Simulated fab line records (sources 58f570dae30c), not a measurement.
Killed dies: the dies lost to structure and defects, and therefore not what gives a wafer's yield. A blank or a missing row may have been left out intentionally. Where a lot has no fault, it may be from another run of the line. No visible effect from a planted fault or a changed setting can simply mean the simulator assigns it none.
Struck lot and sound lot, side by side    flow berkeleyCmos170    14 steps out of a route of 331
Sound: wafers L891.4, L891.5, L891.6. Struck: wafers L893.1, L893.4 (left out: L893.2, a lot-mate that was not struck); the cause follows at the end.
Per side, at each step with rows, come the tool, then ch with its chambers, and then its first start. Under that, the readings that differ: sound wafers    struck wafers    difference of the means    sigmas: that difference in standard deviations of wafers without a fault.
alike: same words and numbers on both sides, and readings whose means sit less than 2 such deviations apart. not compared: any withheld reading, any reading some wafer has no value for, any bound like >300 that may hide the same value, and any number with overlapping values for which the record gives no deviation.
A row with sigmas, a row that says differs or no value, or rows on one side alone: a step with any of these is where the two part. Non-overlapping numbers with no deviation appear without sigmas and do not part them. Lack of a reading on every wafer of one side parts them only where that side has two or more wafers.

first, 3 steps without rows for these wafers: UCB170_NSD_EXPOSE_03 (exposes mask NSELECT MOD, target cd 1200 nm); UCB170_NSD_PEB_04; UCB170_NSD_DEVELOP_05 (develop time 45 s).
UCB170_NSD_CD_MEAS_06 targets a cd of 1200 nm.
  sound on cdSem-02, day 8 18:07; struck on cdSem-01, day 8 17:52
  alike: cdNm
UCB170_NSD_OVL_MEAS_07:
  sound on overlay-01, day 8 18:12; struck on overlay-02, day 8 17:59
  alike: NSD_OVL
following that, these wafers have no rows for 1 step: UCB170_NSD_IMPLANT_08.
UCB170_NSD_STRIP_09: strips in O2.
  sound on plasmaAsher-02 ch 0,1, day 8 18:24; struck on plasmaAsher-03 ch 0, day 8 18:11
  alike: drypumpMotorCurrentA, oesProductAu, stripTimeToEndpointS
  not compared: rfHoursCounterH
UCB170_NSD_TW_MEAS_10:
  sound on filmMetro-01, day 8 18:30; struck on filmMetro-04, day 8 18:17
  alike: NSD_TW
then, 4 steps without rows for these wafers: UCB170_NSD_CLEAN_11 (cleans in SPM, time 600 s); UCB170_BACKSIDE_HMDS_00 (prime time 60 s); UCB170_BACKSIDE_COAT_01 (resist thk 900 nm); UCB170_BACKSIDE_SOFTBAKE_02 (time 60 s).
UCB170_BACKSIDE_STRIP_03: strips in O2.
  sound on plasmaAsher-03 ch 0,1, day 8 19:17; struck on plasmaAsher-01 ch 0, day 8 19:03
reading                                   sound              struck       difference  sigmas
oesProductAu (a.u.)                       0.740 0.731 0.738  0.020 0.020  -0.716      -99 or more
stripTimeToEndpointS (s)                  22.08 22.03 22.02  44.01 44.08  +22.00      +99 or more
model.KrF_of_BACKSIDE_COAT_01.thkNm (nm)  0 0 0              901.8 902.9  +902.3      
  alike: drypumpMotorCurrentA
  not compared: rfHoursCounterH
then, 1 step without rows for these wafers: UCB170_BACKSIDE_CLEAN_04 (cleans in SPM, time 600 s).

WHERE THEY PART
UCB170_BACKSIDE_STRIP_03 only, going by this record.

WHY: what had been put in by the simulator
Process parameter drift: plasmaAsher-01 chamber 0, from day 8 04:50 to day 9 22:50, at UCB170_BACKSIDE_STRIP_03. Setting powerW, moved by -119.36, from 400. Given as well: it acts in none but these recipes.
